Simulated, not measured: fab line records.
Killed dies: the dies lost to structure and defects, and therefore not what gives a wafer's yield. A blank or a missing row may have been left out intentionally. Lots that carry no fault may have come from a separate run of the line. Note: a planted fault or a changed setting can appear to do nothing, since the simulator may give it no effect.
Which of the tools did it? ; flow berkeleyCmos170 ; Sampling: 14 lots, 42 wafers, 4 of 331 route steps

## WHAT THE GAUGES SHOWED, per wafer
UCB170_NWELL_OVL_MEAS_12.
lot;measured;on;NWELL_OVL (nm)
L100;day 2 05:37;overlay-01;-2 6 -1
L101;day 2 11:53;overlay-02;0 1 3
L102;day 2 16:22;overlay-01;11 1 3
L106;day 3 17:14;overlay-01;2 -1 5
L107;day 3 21:18;overlay-01;9 9 3
L112;day 4 22:51;overlay-01;4 2 0
L114;day 5 07:06;overlay-02;6 8 8
L115;day 5 08:27;overlay-01;1 5 -3
L116;day 5 13:17;overlay-02;11 7 8
L117;day 5 19:09;overlay-01;-3 0 -6
L118;day 5 22:05;overlay-02;-3 -4 8
L119;day 6 07:37;overlay-01;-10 -10 -8
L121;day 6 12:23;overlay-01;5 5 1
L123;day 7 01:41;overlay-02;-1 0 2

UCB170_M3_CD_MEAS_90: the cd target is 700 nm.
lot;measured;on;cdNm (nm)
L100;day 7 14:07;cdSem-01;699.3 699.2 698.1
L101;day 7 22:13;cdSem-02;701.0 700.6 701.1
L102;day 8 17:02;cdSem-01;697.9 698.3 700.1
L106;day 9 07:25;cdSem-01;700.8 702.1 699.4
L107;day 9 11:13;cdSem-02;701.2 700.2 699.5
L112;day 10 03:05;cdSem-02;697.7 698.5 699.7
L114;day 10 14:53;cdSem-02;699.8 700.6 700.4
L115;day 10 15:08;cdSem-02;700.3 701.4 700.3
L116;day 10 22:47;cdSem-01;699.4 697.0 696.8
L117;day 11 03:19;cdSem-02;699.4 700.5 699.8
L118;day 11 02:45;cdSem-01;702.5 700.4 698.9
L119;day 11 23:44;cdSem-01;700.3 701.3 703.1
L121;day 11 23:10;cdSem-01;701.6 699.0 702.4
L123;day 12 12:12;cdSem-02;697.1 696.9 699.4

## EACH LOT AND THE TOOL THAT RAN IT (in order: tool; ch and the chambers of the sampled wafers; start)
lot;UCB170_PWELL_STRIP_16;UCB170_M1_ETCH_11
L100;plasmaAsher-04 ch 0,1, day 2 22:37;rieDiel-03 ch 0,1,3, day 7 00:23
L101;plasmaAsher-04 ch 0,1, day 3 08:22;rieDiel-01 ch 0,2,3, day 7 06:31
L102;plasmaAsher-03 ch 0,1, day 3 15:34;rieDiel-01 ch 0,2, day 7 23:44
L106;plasmaAsher-03 ch 0,1, day 4 12:22;rieDiel-03 ch 1,2,3, day 8 17:19
L107;plasmaAsher-03 ch 0,1, day 4 15:39;rieDiel-03 ch 0,2, day 8 14:58
L112;plasmaAsher-03 ch 0,1, day 5 16:02;rieDiel-04 ch 0,2,3, day 9 12:30
L114;plasmaAsher-04 ch 0,1, day 6 03:29;rieDiel-01 ch 1,2,3, day 9 22:59
L115;plasmaAsher-01 ch 0,1, day 6 03:13;rieDiel-04 ch 0,1,2, day 9 23:10
L116;plasmaAsher-03 ch 0,1, day 6 06:42;rieDiel-04 ch 1,2,3, day 10 04:18
L117;plasmaAsher-01 ch 0,1, day 6 11:33;rieDiel-03 ch 0,3, day 10 13:00
L118;plasmaAsher-04 ch 0,1, day 6 11:49;rieDiel-04 ch 1,2, day 10 12:29
L119;plasmaAsher-04 ch 0,1, day 7 04:40;rieDiel-04 ch 0,1,2, day 11 02:08
L121;plasmaAsher-01 ch 0,1, day 7 04:55;rieDiel-04 ch 0,2, day 11 03:08
L123;plasmaAsher-04 ch 0,1, day 7 21:11;rieDiel-01 ch 1,3, day 11 18:11
- UCB170_PWELL_STRIP_16: strips in O2.
- UCB170_M1_ETCH_11: etches BARC in N2/H2.

## AS READ BY THE TOOLS THEMSELVES (means over the sampled wafers that have a number; for cases with no such wafer, the mark the record gives instead)
UCB170_PWELL_STRIP_16.
lot;tool;drypumpMotorCurrentA (A);oesProductAu (a.u.);stripTimeToEndpointS (s)
L100;plasmaAsher-04;6.1;0.723;18.15
L101;plasmaAsher-04;6.0;0.721;18.11
L102;plasmaAsher-03;5.2;0.722;18.08
L106;plasmaAsher-03;5.3;0.722;18.09
L107;plasmaAsher-03;5.3;0.723;18.09
L112;plasmaAsher-03;5.3;0.695;18.10
L114;plasmaAsher-04;6.2;0.719;18.08
L115;plasmaAsher-01;5.5;0.719;18.14
L116;plasmaAsher-03;5.3;0.694;18.06
L117;plasmaAsher-01;5.8;0.723;18.07
L118;plasmaAsher-04;6.1;0.723;17.99
L119;plasmaAsher-04;6.2;0.720;18.06
L121;plasmaAsher-01;5.9;0.722;18.03
L123;plasmaAsher-04;6.0;0.725;18.12

UCB170_M1_ETCH_11.
lot;tool;biasW (W);drypumpMotorCurrentA (A);oesProductAu (a.u.);throttleValvePct (%)
L100;rieDiel-03;99.97;5.9;1.018;13.37
L101;rieDiel-01;99.93;6.5;1.004;13.29
L102;rieDiel-01;100.23;6.6;1.006;13.36
L106;rieDiel-03;99.77;5.8;1.015;13.35
L107;rieDiel-03;100.23;5.7;1.009;13.29
L112;rieDiel-04;100.10;5.9;1.010;13.33
L114;rieDiel-01;100.02;6.1;1.009;13.11
L115;rieDiel-04;100.12;5.7;1.010;13.23
L116;rieDiel-04;100.01;6.2;0.990;13.18
L117;rieDiel-03;100.37;5.9;1.024;13.36
L118;rieDiel-04;99.98;6.3;0.989;13.07
L119;rieDiel-04;100.21;5.7;1.007;13.23
L121;rieDiel-04;100.41;6.1;1.003;13.22
L123;rieDiel-01;100.30;5.6;1.010;13.11

## THE ANSWER, worked out from the rows above alone
Rule: the usual values come from the lots themselves. Put in order of their means at a reading, lots are off if they are a third of the lots or fewer, leave a main group of 4 or more, and stand apart from it by a gap of 3 or more times the standard deviation of the main group's means; of several such gaps the widest counts. The tables above print the reading to a certain number of digits; a main group whose means all agree to those digits is not used. Also off: a lot with no number at a reading for which 4 or more lots have one. All remaining lots with rows at the step are treated as sound. The gauges are gone through in route order, then the tools' own readings, and for those a lot's mean is taken as printed above. At the first step where some lot is off, the reading lying furthest off is the one used; lots without a number count as furthest.
Off at UCB170_PWELL_STRIP_16 (oesProductAu): L112, L116. For the main group the mean is 0.722 a.u. and the standard deviation 0.0017.
If a tool, at that step or one of the process steps before it, ran each lot that is off and ran no sound lot following the first of them, it fits. One fits: plasmaAsher-03 at UCB170_PWELL_STRIP_16. Its last sound lot is L107 (day 4 15:39), its first lot that is off L112 (day 5 16:02): a fault that began between those two fits.
The tool's own readings at UCB170_PWELL_STRIP_16 bear it out: on the lots that are off they differ by more than 5 times the standard deviation of the sound lots' means. oesProductAu reads 0.694 a.u. there against 0.722 a.u. on the sound lots.

## WHAT THE SIMULATOR HAD INSERTED
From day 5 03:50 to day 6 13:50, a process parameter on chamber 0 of plasmaAsher-03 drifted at UCB170_PWELL_STRIP_16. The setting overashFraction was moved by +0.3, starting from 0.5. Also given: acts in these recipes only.
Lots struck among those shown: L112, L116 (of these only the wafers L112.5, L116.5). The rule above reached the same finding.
